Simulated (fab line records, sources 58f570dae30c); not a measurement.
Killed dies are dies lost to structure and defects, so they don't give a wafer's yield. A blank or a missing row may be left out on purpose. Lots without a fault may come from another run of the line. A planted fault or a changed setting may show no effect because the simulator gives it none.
Which tool did it? | flow berkeley_cmos170 | 14 lots, 42 wafers sampled, at 5 steps of a route of 331

WHAT THE GAUGES READ, wafer by wafer
UCB170_GATE_THK_MEAS_05.
lot  | measured     | on            | GATE_POLY_THK (nm)
L311 | day 6 23:32  | film_metro-04 | 211.7 210.9 212.0
L310 | day 6 23:33  | film_metro-02 | 213.8 212.2 212.6
L312 | day 7 10:10  | film_metro-04 | 214.5 214.1 215.0
L313 | day 7 16:40  | film_metro-02 | 211.9 213.9 216.1
L314 | day 7 16:44  | film_metro-01 | 214.9 216.0 216.7
L315 | day 7 22:50  | film_metro-01 | 213.8 210.8 211.8
L318 | day 8 08:27  | film_metro-04 | 215.6 214.7 214.7
L317 | day 8 08:28  | film_metro-02 | 211.4 212.4 211.7
L321 | day 9 04:59  | film_metro-02 | 215.3 213.6 214.8
L325 | day 9 12:11  | film_metro-01 | 214.6 217.1 213.1
L327 | day 10 16:15 | film_metro-01 | 215.7 214.5 216.2
L329 | day 10 16:19 | film_metro-01 | 212.4 214.4 212.2
L326 | day 10 16:20 | film_metro-04 | 215.6 214.5 215.0
L331 | day 11 00:34 | film_metro-02 | 212.4 211.0 212.3

UCB170_V2_CD_MEAS_12: target cd 700 nm.
lot  | measured     | on        | cd_nm (nm)
L311 | day 8 17:35  | cd_sem-02 | 701.3 700.7 701.6
L310 | day 8 17:58  | cd_sem-02 | 699.8 699.6 700.2
L312 | day 9 02:07  | cd_sem-01 | 699.8 700.2 698.4
L313 | day 9 08:46  | cd_sem-02 | 701.2 700.5 700.1
L314 | day 9 10:56  | cd_sem-01 | 700.8 701.6 701.5
L315 | day 9 19:07  | cd_sem-01 | 700.8 700.8 701.0
L318 | day 10 08:51 | cd_sem-01 | 699.6 700.5 701.0
L317 | day 10 10:02 | cd_sem-02 | 699.7 698.7 699.1
L321 | day 10 23:44 | cd_sem-01 | 719.5 719.1 718.6 719.1 719.2 718.6
L325 | day 11 06:22 | cd_sem-02 | 717.8 716.7 717.6 717.6 716.6 717.5
L327 | day 12 11:13 | cd_sem-02 | 700.3 701.1 700.0
L329 | day 12 11:04 | cd_sem-02 | 701.4 701.5 700.1
L326 | day 12 06:29 | cd_sem-01 | 700.3 699.7 700.8
L331 | day 12 18:08 | cd_sem-01 | 699.2 700.6 699.3

WHICH TOOL RAN EACH LOT (tool, then ch and the chambers of the sampled wafers, then the start)
lot  | UCB170_SPACER_CVD_00            | UCB170_V2_CMP_02              | UCB170_V2_SOFTBAKE_08
L311 | pecvd-03 ch 1,2, day 7 06:05    | cmp-02 ch 2,3, day 8 12:38    | litho_track-02 ch 0, day 8 15:29
L310 | pecvd-01 ch 0,1,2, day 7 05:22  | cmp-02 ch 1,2, day 8 13:25    | litho_track-02 ch 0, day 8 15:58
L312 | pecvd-02 ch 0,1, day 7 17:18    | cmp-01 ch 0,1,3, day 8 21:47  | litho_track-03 ch 0, day 9 01:26
L313 | pecvd-01 ch 1,2, day 7 22:12    | cmp-02 ch 0,2,3, day 9 07:06  | litho_track-03 ch 0, day 9 08:06
L314 | pecvd-02 ch 0,1,2, day 7 22:34  | cmp-02 ch 1,3, day 9 09:26    | litho_track-01 ch 0, day 9 10:24
L315 | pecvd-03 ch 0,1,2, day 8 04:11  | cmp-02 ch 2,3, day 9 17:35    | litho_track-03 ch 0, day 9 18:35
L318 | pecvd-01 ch 0,1, day 8 19:48    | cmp-02 ch 0,1,2, day 10 07:20 | litho_track-01 ch 0, day 10 08:19
L317 | pecvd-03 ch 0,1,2, day 8 19:48  | cmp-02 ch 0,2,3, day 10 08:20 | litho_track-02 ch 0, day 10 09:25
L321 | pecvd-03 ch 1,2, day 9 11:01    | cmp-02 ch 1,2, day 10 21:55   | litho_track-01 ch 0, day 10 22:52
L325 | pecvd-01 ch 0,2, day 9 18:11    | cmp-01 ch 1,2,3, day 11 02:13 | litho_track-01 ch 0, day 11 05:17
L327 | pecvd-02 ch 1,2, day 11 00:24   | cmp-02 ch 0,1,3, day 12 07:22 | litho_track-02 ch 0, day 12 09:37
L329 | pecvd-03 ch 0,2, day 11 00:31   | cmp-02 ch 0,2,3, day 12 07:43 | litho_track-03 ch 0, day 12 09:39
L326 | pecvd-01 ch 0,1,2, day 11 00:25 | cmp-02 ch 0,2,3, day 12 04:06 | litho_track-03 ch 0, day 12 05:47
L331 | pecvd-02 ch 0,2, day 11 08:46   | cmp-02 ch 1,2,3, day 12 16:12 | litho_track-02 ch 0, day 12 17:24
- UCB170_SPACER_CVD_00: deposits SiO2 from TEOS/O2, target thk 376 nm, time 47 s.
- UCB170_V2_CMP_02: polishes SiO2.
- UCB170_V2_SOFTBAKE_08: time 60 s.

WHAT THE TOOLS THEMSELVES READ (means of the sampled wafers that have a number; where no wafer has one, the mark that the record gives instead)
UCB170_SPACER_CVD_00.
lot  | tool     | heater_power_w (W)
L311 | pecvd-03 | 294
L310 | pecvd-01 | 259
L312 | pecvd-02 | 361
L313 | pecvd-01 | 284
L314 | pecvd-02 | 287
L315 | pecvd-03 | 272
L318 | pecvd-01 | 283
L317 | pecvd-03 | 298
L321 | pecvd-03 | 327
L325 | pecvd-01 | 291
L327 | pecvd-02 | 255
L329 | pecvd-03 | 284
L326 | pecvd-01 | 281
L331 | pecvd-02 | 292

UCB170_V2_CMP_02.
lot  | tool   | motor_current_A (A) | slurry_filter_dp_kPa (kPa)
L311 | cmp-02 | 15.4                | 13.43
L310 | cmp-02 | 18.0                | 13.49
L312 | cmp-01 | 15.5                | 13.48
L313 | cmp-02 | 15.3                | 13.41
L314 | cmp-02 | 16.1                | 13.44
L315 | cmp-02 | 17.0                | 13.49
L318 | cmp-02 | 16.0                | 13.39
L317 | cmp-02 | 14.8                | 13.45
L321 | cmp-02 | 17.7                | 13.40
L325 | cmp-01 | 16.8                | 13.66
L327 | cmp-02 | 15.9                | 13.60
L329 | cmp-02 | 15.4                | 13.57
L326 | cmp-02 | 14.9                | 13.57
L331 | cmp-02 | 16.6                | 13.63

UCB170_V2_SOFTBAKE_08.
lot  | tool           | exhaust_pa (Pa) | heater_power_total_W (W) | plate_temp_C (C)
L311 | litho_track-02 | 44.7            | 56.81                    | 129.98
L310 | litho_track-02 | 44.5            | 56.84                    | 129.96
L312 | litho_track-03 | 45.3            | 56.79                    | 130.09
L313 | litho_track-03 | 45.5            | 56.79                    | 130.07
L314 | litho_track-01 | 43.6            | 56.82                    | 130.05
L315 | litho_track-03 | 45.3            | 56.84                    | 129.97
L318 | litho_track-01 | 45.3            | 56.79                    | 129.96
L317 | litho_track-02 | 44.9            | 56.83                    | 130.30
L321 | litho_track-01 | 44.4            | 60.44                    | 136.19
L325 | litho_track-01 | 46.3            | 60.41                    | 136.22
L327 | litho_track-02 | 45.7            | 56.83                    | 129.86
L329 | litho_track-03 | 44.6            | 56.81                    | 130.04
L326 | litho_track-03 | 45.0            | 56.77                    | 130.04
L331 | litho_track-02 | 45.0            | 56.81                    | 129.91

THE ANSWER, worked out from the rows above alone
Rule: what is usual is taken from the lots themselves. Put in order of their means at a reading, lots are off if they are a third of the lots or fewer, leave a main group of 4 or more, and stand apart from it by a gap of 3 or more times the standard deviation of the main group's means; of several such gaps the widest counts. A main group whose means are all the same, to the digits that the tables above print for the reading, isn't used. A lot without any number at a reading at which 4 lots or more have one is off too. The other lots that the step has rows for count as sound. The gauges are gone through in route order, then the tools' own readings, and for those a lot's mean is taken as printed above. The first step at which some lot is off is used, and at that step the reading that is off furthest; a lot without a number counts as furthest.
Off: L321, L325, at UCB170_V2_CD_MEAS_12 (cd_nm). The main group: mean 700.4 nm, standard deviation 0.66.
A tool fits if, at a process step before that reading, it ran every lot that is off, and no sound lot after the first of them. The gauges at UCB170_V2_CD_MEAS_12 aren't tried: what is off there is off at UCB170_V2_SOFTBAKE_08 too, on other tools, and a gauge's error can't cause that. One fits: litho_track-01 at UCB170_V2_SOFTBAKE_08. Its last sound lot is L318 (day 10 08:19), its first lot that is off L321 (day 10 22:52): a fault that began between those two fits.
The tool's own readings at UCB170_V2_SOFTBAKE_08 bear it out: on the lots that are off they differ by more than 5 times the standard deviation of the sound lots' means. heater_power_total_W reads 60.42 W there against 56.81 W on the sound lots; plate_temp_C reads 136.20 C there against 130.02 C on the sound lots.

WHAT THE SIMULATOR HAD PUT IN
Process parameter drift: litho_track-01, from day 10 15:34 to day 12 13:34, at UCB170_V2_SOFTBAKE_08. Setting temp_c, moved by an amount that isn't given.
Lots struck among those shown: L321, L325. The rule above found the same.
